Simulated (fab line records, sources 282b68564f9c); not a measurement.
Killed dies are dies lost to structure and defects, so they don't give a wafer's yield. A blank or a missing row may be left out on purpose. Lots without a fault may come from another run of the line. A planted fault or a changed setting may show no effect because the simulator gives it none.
Which tool did it? | flow rit_cmos | 15 lots, 45 wafers sampled, at 4 steps of a route of 202

WHAT THE GAUGES READ, wafer by wafer
RIT_ACTIVE_THK_MEAS_02.
lot  | measured    | on            | ACTIVE_OXIDE_THK (nm)
L731 | day 1 22:03 | film_metro-03 | 46.0 46.4 46.7
L732 | day 2 03:04 | film_metro-02 | 46.9 47.2 46.7
L733 | day 2 08:03 | film_metro-04 | 47.7 48.5 47.7
L734 | day 2 13:04 | film_metro-04 | 47.2 46.9 47.9
L739 | day 3 14:03 | film_metro-04 | 47.1 46.4 47.0
L740 | day 3 19:05 | film_metro-03 | 46.8 47.3 46.8
L741 | day 4 00:04 | film_metro-03 | 47.5 47.2 47.2
L743 | day 4 10:04 | film_metro-02 | 46.1 46.1 46.4
L745 | day 4 20:04 | film_metro-02 | 47.1 48.0 46.8
L746 | day 5 01:59 | film_metro-02 | 46.0 45.7 46.5
L747 | day 5 06:04 | film_metro-03 | 46.6 45.5 46.3
L749 | day 5 16:03 | film_metro-03 | 47.5 47.3 47.3
L750 | day 5 21:04 | film_metro-03 | 46.4 47.1 47.0
L751 | day 6 02:04 | film_metro-03 | 46.7 47.3 46.7
L752 | day 6 07:03 | film_metro-03 | 47.6 46.1 45.4

RIT_PWELL_OVL_MEAS_06.
lot  | measured    | on         | PWELL_OVL (nm)
L731 | day 2 08:50 | overlay-01 | -1.0 -1.7 0.1
L732 | day 2 14:13 | overlay-01 | -0.1 -0.5 1.3
L733 | day 2 18:25 | overlay-01 | -0.8 0.6 0.5
L734 | day 2 23:04 | overlay-02 | -0.9 -0.9 -1.9
L739 | day 3 23:53 | overlay-02 | - - -
L740 | day 4 05:07 | overlay-02 | - - -
L741 | day 4 09:52 | overlay-01 | - - -
L743 | day 4 20:13 | overlay-02 | -0.6 -1.9 -0.3
L745 | day 5 06:35 | overlay-02 | 0.2 1.0 -1.4
L746 | day 5 12:55 | overlay-02 | 1.1 -1.5 -1.1
L747 | day 5 16:59 | overlay-01 | -0.4 0.4 -0.2
L749 | day 6 03:01 | overlay-01 | 1.4 2.3 0.5
L750 | day 6 07:46 | overlay-01 | -1.3 -1.1 -2.1
L751 | day 6 13:01 | overlay-02 | -2.0 -1.0 -0.4
L752 | day 6 18:29 | overlay-01 | 1.0 0.3 0.4

WHICH TOOL RAN EACH LOT (tool, then ch and the chambers of the sampled wafers, then the start)
lot  | RIT_ACTIVE_ETCH_13                | RIT_PWELL_COAT_01
L731 | rie_diel-01 ch 1,3, day 2 00:43   | litho_track-01 ch 0, day 2 07:59
L732 | rie_diel-01 ch 0,2,3, day 2 05:43 | litho_track-03 ch 0, day 2 13:29
L733 | rie_diel-02 ch 1,2,3, day 2 11:07 | litho_track-01 ch 0, day 2 17:25
L734 | rie_diel-04 ch 1,2,3, day 2 15:43 | litho_track-02 ch 0, day 2 22:14
L739 | rie_diel-04 ch 0,2,3, day 3 16:43 | litho_track-01, day 3 23:06
L740 | rie_diel-01 ch 2,3, day 3 21:43   | litho_track-01, day 4 04:19
L741 | rie_diel-02 ch 0,1, day 4 02:43   | litho_track-03, day 4 09:02
L743 | rie_diel-01 ch 0,2, day 4 12:43   | litho_track-02 ch 0, day 4 19:31
L745 | rie_diel-04 ch 1,2, day 4 22:43   | litho_track-01 ch 0, day 5 05:52
L746 | rie_diel-02 ch 1,3, day 5 04:38   | litho_track-03 ch 0, day 5 12:11
L747 | rie_diel-01 ch 1,2, day 5 08:43   | litho_track-01 ch 0, day 5 16:10
L749 | rie_diel-04 ch 0,1, day 5 19:38   | litho_track-01 ch 0, day 6 02:17
L750 | rie_diel-04 ch 0,1, day 5 23:52   | litho_track-03 ch 0, day 6 06:55
L751 | rie_diel-04 ch 0,3, day 6 04:50   | litho_track-02 ch 0, day 6 12:20
L752 | rie_diel-02 ch 0,1, day 6 09:50   | litho_track-03 ch 0, day 6 17:38
- RIT_ACTIVE_ETCH_13: etches Si3N4 in SF6, stops on SiO2, time 210 s, target depth 210 nm.
- RIT_PWELL_COAT_01: resist thk 1300 nm.

WHAT THE TOOLS THEMSELVES READ (means of the sampled wafers that have a number; where no wafer has one, the mark that the record gives instead)
RIT_ACTIVE_ETCH_13.
lot  | tool        | drypump_motor_current_A (A) | oes_product_au (a.u.) | throttle_valve_pct (%)
L731 | rie_diel-01 | 5.5                         | 0.810                 | 7.49
L732 | rie_diel-01 | 5.6                         | 0.820                 | 7.41
L733 | rie_diel-02 | 6.0                         | 0.829                 | 7.57
L734 | rie_diel-04 | 5.9                         | 0.830                 | 7.47
L739 | rie_diel-04 | 5.9                         | 0.831                 | 7.43
L740 | rie_diel-01 | 5.7                         | 0.829                 | 7.37
L741 | rie_diel-02 | 6.0                         | 0.817                 | 7.50
L743 | rie_diel-01 | 5.6                         | 0.832                 | 7.43
L745 | rie_diel-04 | 5.7                         | 0.824                 | 7.48
L746 | rie_diel-02 | 6.2                         | 0.831                 | 7.64
L747 | rie_diel-01 | 5.6                         | 0.839                 | 7.46
L749 | rie_diel-04 | 5.7                         | 0.813                 | 7.40
L750 | rie_diel-04 | 5.7                         | 0.810                 | 7.41
L751 | rie_diel-04 | 5.8                         | 0.821                 | 7.40
L752 | rie_diel-02 | 6.4                         | 0.814                 | 7.41

RIT_PWELL_COAT_01.
lot  | tool           | chill_plate_temp_C (C) | dispense_pressure_kPa (kPa)
L731 | litho_track-01 | 22.93                  | 50.9
L732 | litho_track-03 | 22.98                  | 48.9
L733 | litho_track-01 | 22.97                  | 50.9
L734 | litho_track-02 | 22.93                  | 44.0
L739 | litho_track-01 | -                      | -
L740 | litho_track-01 | -                      | -
L741 | litho_track-03 | -                      | -
L743 | litho_track-02 | 23.06                  | 43.9
L745 | litho_track-01 | 23.13                  | 50.9
L746 | litho_track-03 | 23.06                  | 48.9
L747 | litho_track-01 | 22.91                  | 50.9
L749 | litho_track-01 | 22.95                  | 50.9
L750 | litho_track-03 | 23.01                  | 48.9
L751 | litho_track-02 | 23.04                  | 43.9
L752 | litho_track-03 | 22.98                  | 48.9

THE ANSWER, worked out from the rows above alone
Rule: what is usual is taken from the lots themselves. Put in order of their means at a reading, lots are off if they are a third of the lots or fewer, leave a main group of 4 or more, and stand apart from it by a gap of 3 or more times the standard deviation of the main group's means; of several such gaps the widest counts. A main group whose means are all the same, to the digits that the tables above print for the reading, isn't used. A lot without any number at a reading at which 4 lots or more have one is off too. The other lots that the step has rows for count as sound. The gauges are gone through in route order, then the tools' own readings, and for those a lot's mean is taken as printed above. The first step at which some lot is off is used, and at that step the reading that is off furthest; a lot without a number counts as furthest.
Off: L739, L740, L741, at RIT_PWELL_OVL_MEAS_06 (PWELL_OVL). Without a number there: L739, L740, L741. The main group: mean -0.3 nm, standard deviation 0.81.
A tool fits if, at a process step before that reading, it ran every lot that is off, and no sound lot after the first of them. The gauges at RIT_PWELL_OVL_MEAS_06 aren't tried: what is off there is off at RIT_PWELL_COAT_01 too, on other tools, and a gauge's error can't cause that. None of those tried fits.

WHAT THE SIMULATOR HAD PUT IN
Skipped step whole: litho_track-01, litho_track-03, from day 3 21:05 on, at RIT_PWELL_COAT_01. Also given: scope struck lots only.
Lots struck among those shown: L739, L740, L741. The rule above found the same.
